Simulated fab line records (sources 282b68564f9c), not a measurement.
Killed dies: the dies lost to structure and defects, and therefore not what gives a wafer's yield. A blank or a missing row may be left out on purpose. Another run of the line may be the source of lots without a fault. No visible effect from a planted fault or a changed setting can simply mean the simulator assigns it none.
Which tool was responsible? ; flow rit cmos ; 14 lots, 42 wafers sampled, at 1 step of a route of 202

## WHAT EACH GAUGE READ, for each wafer
Not one reading of a measure or inspect step in the record can be checked against a usual standard deviation.

## TOOL THAT RAN EACH LOT (tool first, then ch and the chambers of the sampled wafers, then the start)
lot;RIT_FOX2_OXIDATION_00
L449;furnace-02 ch 0, day 1 19:26
L450;furnace-01 ch 0, day 1 22:00
L452;furnace-01 ch 0, day 2 09:14
L453;furnace-01 ch 0, day 2 13:43
L454;furnace-01 ch 0, day 2 20:17
L455;furnace-01 ch 0, day 3 00:19
L460;furnace-04, day 4 00:04
L461;furnace-01, day 4 06:20
L465;furnace-02 ch 0, day 5 03:03
L466;furnace-02 ch 0, day 5 06:07
L469;furnace-02 ch 0, day 5 21:20
L470;furnace-01 ch 0, day 6 03:04
L471;furnace-01 ch 0, day 6 07:10
L472;furnace-02 ch 0, day 6 12:10
- RIT_FOX2_OXIDATION_00: target thk 350.7 nm, ox time 1130 s.

## WHAT THE TOOLS THEMSELVES READ (means of the sampled wafers that have a number; where no wafer has one, the mark that the record gives instead)
RIT_FOX2_OXIDATION_00.
lot;tool;ox temp c (C);ox temp c max;spike tc centre C (C);zone power centre pct (%)
L449;furnace-02;1100.6;1108.1;1103.1;63
L450;furnace-01;1099.9;1105.5;1103.4;53
L452;furnace-01;1100.6;1106.5;1102.4;53
L453;furnace-01;1100.7;1105.3;1102.3;54
L454;furnace-01;1099.8;1104.2;1102.7;53
L455;furnace-01;1099.8;1104.0;1103.8;54
L460;furnace-04;-;-;-;-
L461;furnace-01;-;-;-;-
L465;furnace-02;1100.4;1109.5;1103.6;63
L466;furnace-02;1099.8;1108.3;1102.9;64
L469;furnace-02;1100.8;1108.2;1101.8;64
L470;furnace-01;1100.8;1106.5;1102.7;53
L471;furnace-01;1099.5;1104.1;1103.1;53
L472;furnace-02;1099.6;1108.8;1103.6;64

## THE ANSWER, worked out from the rows above alone
Rule: the usual values come from the lots themselves. Put in order of their means at a reading, lots are off if they are a third of the lots or fewer, leave a main group of 4 or more, and stand apart from it by a gap of 3 or more times the standard deviation of the main group's means; of several such gaps the widest counts. A main group whose means are all the same, to the digits that the tables above print for the reading, isn't used. A lot without any number at a reading at which 4 lots or more have one is off too. All remaining lots with rows at the step are treated as sound. After the gauges, taken in route order, come the tools' own readings; for these a lot's mean is taken, as printed above. The first step at which some lot is off is used, and at that step the reading that is off furthest; a lot without a number counts as furthest.
Off: L460, L461, at RIT_FOX2_OXIDATION_00 (ox temp c). Without a number there: L460, L461. The main group: mean 1100.2 C, standard deviation 0.48.
A tool fits if, at that step or a process step before it, it ran every lot that is off, and no sound lot after the first of them. No candidate that was tried fits.

## WHAT THE SIMULATOR HAD INSERTED
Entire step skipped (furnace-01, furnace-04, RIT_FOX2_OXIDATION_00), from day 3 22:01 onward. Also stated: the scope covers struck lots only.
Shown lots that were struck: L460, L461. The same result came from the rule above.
